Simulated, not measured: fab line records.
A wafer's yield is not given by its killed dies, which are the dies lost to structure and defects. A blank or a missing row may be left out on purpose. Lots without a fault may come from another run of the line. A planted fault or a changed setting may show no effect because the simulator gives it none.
fab line records + flow berkeley_cmos170 + part 2 of 2: steps 32 to 44 of 44
[record]
- lots = 5
- wafers = 15
- last_day = 12
route steps=331 shown ACTIVE@62 PFIELD@79 FIELD@89 SACOX@97 SCREENOX@100 NVT@104
lots untouched by any fault: they come from a run of this same line in which no faults occurred
start_h: hours from the record's first day to the start of the lot's first wafer shown + wait_h: hours elapsed since this lot's preceding step + " as in the row above + L1.1+2: one row covering several wafers at once + - no value, or no start given + * or withheld: withheld + < > ~ a bound
route shown NAME@n: names a module that has steps shown in the file, with the first one's number in the route + usual: average and standard deviation across the fault-free wafers + same: alike in all rows + chamber/n: place in a boat + sites: the reading at each site + _std_site: the values' standard deviation + _edge_site: mean of outer sites minus mean of inner sites + radius_mm: for every site, how far away it sits from the centre of the wafer + mask NAME#n: copy n + behind: the last tool/chamber to shape the wafer + hold: what put the lot on hold/how long, in hours/how the hold closed + device: the n, p or np transistor that did not switch + end of line: the same wafers' tests at the end of the route + a step with no rows: only its recipe + killed: dies lost to structure and defects at the first sort, not the wafer's yield + map: the dies of a wafer, with x for killed, . for not killed, _ for no die there
set.NAME: the run value of the setting; set.NAME@STEP: its run value at that earlier step + model.NAME: the simulator's own value behind a step, which no gauge read
a table for each step, a row for each wafer; lots at some steps of the route
services: when a tool's chamber went out of use (start_h, in hours from the record's first day, below 0 if earlier), for how many hours, and the reason
[[steps]]
[step UCB170_FIELD_WET_ETCH_04]
[recipe]
- chemistry = dHF
- dilution = 10:1
- target = SiO2
- temp_c = 25
- time_s = 60
| lot.wafer  | tool         | chamber | start_h | wait_h |
|------------|--------------|---------|---------|--------|
| L075.1+5+6 | wet_bench-03 | 2       | 111.28  | 0.0    |
| L076.1+3+5 | wet_bench-04 | 1       | 111.28  | 0.0    |
| L079.2+4+6 | wet_bench-04 | 1       | 134.33  | 0.0    |
| L096.1+4+6 | wet_bench-04 | 2       | 208.34  | 0.0    |
| L097.2+3+5 | wet_bench-04 | 1       | 208.34  | 0.0    |
[step UCB170_FIELD_WET_ETCH_05]
[recipe]
- chemistry = H3PO4
- target = Si3N4
- temp_c = 160
- time_s = 12600
| lot.wafer  | tool         | chamber | start_h | wait_h |
|------------|--------------|---------|---------|--------|
| L075.1+5+6 | wet_bench-03 | 1       | 111.30  | 0.0    |
| L076.1+3+5 | wet_bench-04 | 2       | 111.31  | 0.0    |
| L079.2+4+6 | wet_bench-01 | 2       | 134.35  | 0.0    |
| L096.1+4+6 | wet_bench-01 | 0       | 208.37  | 0.0    |
| L097.2+3+5 | wet_bench-01 | 1       | 208.37  | 0.0    |
[step UCB170_FIELD_WET_ETCH_06]
[recipe]
- chemistry = BOE
- dilution = 5:1
- target = SiO2
- temp_c = 25
- time_s = 22
| lot.wafer  | tool         | chamber | start_h | wait_h |
|------------|--------------|---------|---------|--------|
| L075.1+5+6 | wet_bench-01 | 2       | 115.04  | 0.2    |
| L076.1+3+5 | wet_bench-04 | 3       | 115.13  | 0.0    |
| L079.2+4+6 | wet_bench-01 | 3       | 137.86  | 0.0    |
| L096.1+4+6 | wet_bench-01 | 0       | 212.49  | 0.6    |
| L097.2+3+5 | wet_bench-01 | 2       | 212.49  | 0.6    |
[step UCB170_FIELD_THK_MEAS_90]
[recipe]
- reads = SiO2_of_FIELD_OXIDATION_01
[usual]
- FIELD_OXIDE_LEFT_1_THK = 441/10
| lot.wafer | tool          | chamber | start_h | wait_h | FIELD_OXIDE_LEFT_1_THK[nm] |
|-----------|---------------|---------|---------|--------|----------------------------|
| L075.1    | film_metro-04 | -       | 115.12  | 0.1    | 448                        |
| L075.5    | "             | -       | "       | "      | 456                        |
| L075.6    | "             | -       | "       | "      | 445                        |
| L076.1    | film_metro-04 | -       | 115.18  | 0.0    | 461                        |
| L076.3    | "             | -       | "       | "      | 446                        |
| L076.5    | "             | -       | "       | "      | 443                        |
| L079.2    | film_metro-02 | -       | 137.88  | 0.0    | 438                        |
| L079.4    | "             | -       | "       | "      | 443                        |
| L079.6    | "             | -       | "       | "      | 442                        |
| L096.1    | film_metro-02 | -       | 212.51  | 0.0    | 437                        |
| L096.4    | "             | -       | "       | "      | 440                        |
| L096.6    | "             | -       | "       | "      | 438                        |
| L097.2    | film_metro-01 | -       | 212.52  | 0.0    | 450                        |
| L097.3    | "             | -       | "       | "      | 446                        |
| L097.5    | "             | -       | "       | "      | 454                        |
[step UCB170_SACOX_CLEAN_00]
[recipe]
- chemistry = dHF
- dilution = 25:1
- time_s = 7.5
| lot.wafer  | tool         | chamber | start_h | wait_h |
|------------|--------------|---------|---------|--------|
| L075.1+5+6 | wet_bench-01 | 0       | 115.18  | 0.1    |
| L076.1+3+5 | wet_bench-01 | 2       | 115.24  | 0.1    |
| L079.2+4+6 | wet_bench-02 | 3       | 137.93  | 0.0    |
| L096.1+4+6 | wet_bench-01 | 3       | 212.86  | 0.3    |
| L097.2+3+5 | wet_bench-01 | 1       | 212.86  | 0.3    |
[step UCB170_SACOX_OXIDATION_01]
[recipe]
- temp_c = 900
- ambient = O2
- target_thk_a = 144
- ox_time_s = 2400
[usual]
- tube_center_temp_C = 900.01/0.079
| lot.wafer | tool       | chamber | start_h | wait_h | tube_center_temp_C |
|-----------|------------|---------|---------|--------|--------------------|
| L075.1    | furnace-01 | 0       | 117.47  | 2.3    | 899.85             |
| L075.5    | "          | 0       | "       | "      | 900                |
| L075.6    | "          | 0       | "       | "      | 899.98             |
| L076.1    | furnace-01 | 0       | 117.47  | 2.2    | 900.09             |
| L076.3    | "          | 0       | "       | "      | 900.15             |
| L076.5    | "          | 0       | "       | "      | 900.12             |
| L079.2    | furnace-04 | 0       | 141.58  | 3.6    | 900.06             |
| L079.4    | "          | 0       | "       | "      | 899.89             |
| L079.6    | "          | 0       | "       | "      | 900                |
| L096.1    | furnace-04 | 0       | 216.26  | 3.4    | 900.01             |
| L096.4    | "          | 0       | "       | "      | 899.97             |
| L096.6    | "          | 0       | "       | "      | 899.99             |
| L097.2    | furnace-04 | 0       | 216.26  | 3.4    | 900.1              |
| L097.3    | "          | 0       | "       | "      | 899.98             |
| L097.5    | "          | 0       | "       | "      | 899.84             |
[step UCB170_SACOX_THK_MEAS_02]
[recipe]
- reads = SiO2_of_SACOX_OXIDATION_01
[usual]
- SACOX_OXIDE_THK = 14.39/0.27
| lot.wafer | tool          | chamber | start_h | wait_h | SACOX_OXIDE_THK[nm] |
|-----------|---------------|---------|---------|--------|---------------------|
| L075.1    | film_metro-02 | -       | 119.13  | 0.0    | 14.38               |
| L075.5    | "             | -       | "       | "      | 14.43               |
| L075.6    | "             | -       | "       | "      | 14.55               |
| L076.1    | film_metro-02 | -       | 119.19  | 0.1    | 14.73               |
| L076.3    | "             | -       | "       | "      | 14.73               |
| L076.5    | "             | -       | "       | "      | 14.55               |
| L079.2    | film_metro-02 | -       | 143.25  | 0.0    | 14.27               |
| L079.4    | "             | -       | "       | "      | 14.24               |
| L079.6    | "             | -       | "       | "      | 14.11               |
| L096.1    | film_metro-02 | -       | 217.93  | 0.0    | 14.44               |
| L096.4    | "             | -       | "       | "      | 14.44               |
| L096.6    | "             | -       | "       | "      | 14.48               |
| L097.2    | film_metro-01 | -       | 217.94  | 0.0    | 14.79               |
| L097.3    | "             | -       | "       | "      | 14.54               |
| L097.5    | "             | -       | "       | "      | 14.73               |
[step UCB170_SCREENOX_WET_ETCH_00]
[recipe]
- chemistry = dHF
- dilution = 25:1
- target = SiO2
- temp_c = 25
- time_s = 200
| lot.wafer  | tool         | chamber | start_h | wait_h |
|------------|--------------|---------|---------|--------|
| L075.1+5+6 | wet_bench-02 | 0       | 119.19  | 0.1    |
| L076.1+3+5 | wet_bench-04 | 0       | 119.25  | 0.1    |
| L079.2+4+6 | wet_bench-01 | 0       | 143.30  | 0.0    |
| L096.1+4+6 | wet_bench-01 | 2       | 218.08  | 0.1    |
| L097.2+3+5 | wet_bench-01 | 3       | 218.08  | 0.1    |
[step UCB170_SCREENOX_OXIDATION_01]
[recipe]
- temp_c = 900
- ambient = O2
- target_thk_a = 144
- ox_time_s = 2400
[usual]
- tube_center_temp_C = 900/0.079
| lot.wafer | tool       | chamber | start_h | wait_h | tube_center_temp_C |
|-----------|------------|---------|---------|--------|--------------------|
| L075.1    | furnace-02 | 0       | 122.01  | 2.8    | 900.04             |
| L075.5    | "          | 0       | "       | "      | 900.07             |
| L075.6    | "          | 0       | "       | "      | 899.91             |
| L076.1    | furnace-02 | 0       | 122.01  | 2.7    | 899.94             |
| L076.3    | "          | 0       | "       | "      | 899.91             |
| L076.5    | "          | 0       | "       | "      | 899.88             |
| L079.2    | furnace-04 | 0       | 147.24  | 3.9    | 900.01             |
| L079.4    | "          | 0       | "       | "      | 899.9              |
| L079.6    | "          | 0       | "       | "      | 899.92             |
| L096.1    | furnace-01 | 0       | 223.90  | 5.8    | 900.05             |
| L096.4    | "          | 0       | "       | "      | 900.05             |
| L096.6    | "          | 0       | "       | "      | 899.92             |
| L097.2    | furnace-01 | 0       | 223.90  | 5.8    | 900.09             |
| L097.3    | "          | 0       | "       | "      | 899.99             |
| L097.5    | "          | 0       | "       | "      | 900.16             |
[step UCB170_SCREENOX_THK_MEAS_02]
[recipe]
- reads = SiO2_of_SCREENOX_OXIDATION_01
[usual]
- SCREENOX_OXIDE_THK = 14.37/0.22
| lot.wafer | tool          | chamber | start_h | wait_h | SCREENOX_OXIDE_THK[nm] |
|-----------|---------------|---------|---------|--------|------------------------|
| L075.1    | film_metro-01 | -       | 123.68  | 0.0    | 14.48                  |
| L075.5    | "             | -       | "       | "      | 14.72                  |
| L075.6    | "             | -       | "       | "      | 14.69                  |
| L076.1    | film_metro-01 | -       | 123.74  | 0.1    | 14.65                  |
| L076.3    | "             | -       | "       | "      | 14.57                  |
| L076.5    | "             | -       | "       | "      | 14.55                  |
| L079.2    | film_metro-01 | -       | 148.92  | 0.0    | 13.87                  |
| L079.4    | "             | -       | "       | "      | 13.75                  |
| L079.6    | "             | -       | "       | "      | 13.85                  |
| L096.1    | film_metro-01 | -       | 225.57  | 0.0    | 14.30                  |
| L096.4    | "             | -       | "       | "      | 14.47                  |
| L096.6    | "             | -       | "       | "      | 14.03                  |
| L097.2    | film_metro-03 | -       | 225.58  | 0.0    | 14.31                  |
| L097.3    | "             | -       | "       | "      | 14.33                  |
| L097.5    | "             | -       | "       | "      | 14.19                  |
[step UCB170_SCREENOX_ANNEAL_03]
[recipe]
- temp_c = 900
- time_s = 900
- ambient = N2
[usual]
- tube_center_temp_C = 900/0.089
| lot.wafer | tool       | chamber | start_h | wait_h | tube_center_temp_C |
|-----------|------------|---------|---------|--------|--------------------|
| L075.1    | furnace-02 | 0       | 124.93  | 1.2    | 900.03             |
| L075.5    | "          | 0       | "       | "      | 899.94             |
| L075.6    | "          | 0       | "       | "      | 899.91             |
| L076.1    | furnace-02 | 0       | 124.93  | 1.2    | 900.12             |
| L076.3    | "          | 0       | "       | "      | 900.13             |
| L076.5    | "          | 0       | "       | "      | 900.04             |
| L079.2    | furnace-02 | 0       | 149.18  | 0.3    | 900.08             |
| L079.4    | "          | 0       | "       | "      | 900.04             |
| L079.6    | "          | 0       | "       | "      | 899.98             |
| L096.1    | furnace-01 | 0       | 231.17  | 5.6    | 899.94             |
| L096.4    | "          | 0       | "       | "      | 899.93             |
| L096.6    | "          | 0       | "       | "      | 900.07             |
| L097.2    | furnace-01 | 0       | 231.17  | 5.6    | 899.92             |
| L097.3    | "          | 0       | "       | "      | 899.99             |
| L097.5    | "          | 0       | "       | "      | 899.85             |
[step UCB170_NVT_HMDS_00]
[recipe]
- prime_time_s = 60
- prime_temp_c = 100
| lot.wafer  | tool           | chamber | start_h | wait_h |
|------------|----------------|---------|---------|--------|
| L076.1+3+5 | litho_track-02 | 0       | 127.00  | 0.8    |
| L075.1+5+6 | litho_track-01 | 0       | 127.35  | 1.2    |
| L079.2+4+6 | litho_track-02 | 0       | 151.97  | 1.5    |
| L097.2+3+5 | litho_track-02 | 0       | 232.74  | 0.3    |
| L096.1+4+6 | litho_track-01 | 0       | 232.77  | 0.3    |
[step UCB170_NVT_COAT_01]
[recipe]
- resist = KrF
- spin_rpm = 1500
- resist_thk_nm = 900
| lot.wafer  | tool           | chamber | start_h | wait_h |
|------------|----------------|---------|---------|--------|
| L076.1+3+5 | litho_track-02 | 0       | 127.15  | 0.1    |
| L075.1+5+6 | litho_track-01 | 0       | 127.50  | 0.1    |
| L079.2+4+6 | litho_track-02 | 0       | 152.12  | 0.1    |
| L097.2+3+5 | litho_track-02 | 0       | 232.89  | 0.1    |
| L096.1+4+6 | litho_track-01 | 0       | 232.92  | 0.1    |
[[services]]
| tool            | chamber | start_h | hours | kind   |
|-----------------|---------|---------|-------|--------|
| krf_scanner-02  | -       | 65.09   | 2.2   | repair |
| krf_scanner-02  | -       | 67.27   | 3.6   | pm     |
| furnace-02      | -       | 72.63   | 8.0   | repair |
| furnace-04      | -       | 77.03   | 3.3   | pm     |
| krf_scanner-02  | -       | 88.65   | 1.3   | pm     |
| wet_bench-01    | -       | 92.40   | 4.3   | repair |
| plasma_asher-04 | -       | 98.15   | 0.9   | repair |
| furnace-04      | -       | 99.47   | 2.5   | pm     |
| furnace-02      | -       | 102.02  | 3.5   | pm     |
| rie_diel-02     | 3       | 102.41  | 2.6   | repair |
| lpcvd-01        | -       | 103.51  | 14.6  | pm     |
| plasma_asher-04 | -       | 108.75  | 9.0   | pm     |
| wet_bench-01    | -       | 125.22  | 2.7   | repair |
| rie_diel-02     | 0       | 129.30  | 7.8   | repair |
| krf_scanner-01  | -       | 134.52  | 1.3   | pm     |
| plasma_asher-04 | -       | 140.02  | 2.8   | pm     |
| furnace-01      | -       | 144.55  | 3.1   | pm     |
| plasma_asher-02 | -       | 158.13  | 6.6   | pm     |
| wet_bench-04    | -       | 169.59  | 11.1  | repair |
| krf_scanner-02  | -       | 187.76  | 0.4   | repair |
| krf_scanner-02  | -       | 193.20  | 0.8   | pm     |
| krf_scanner-01  | -       | 194.13  | 0.8   | pm     |
| krf_scanner-02  | -       | 194.90  | 1.0   | pm     |
| furnace-04      | -       | 201.16  | 3.3   | pm     |
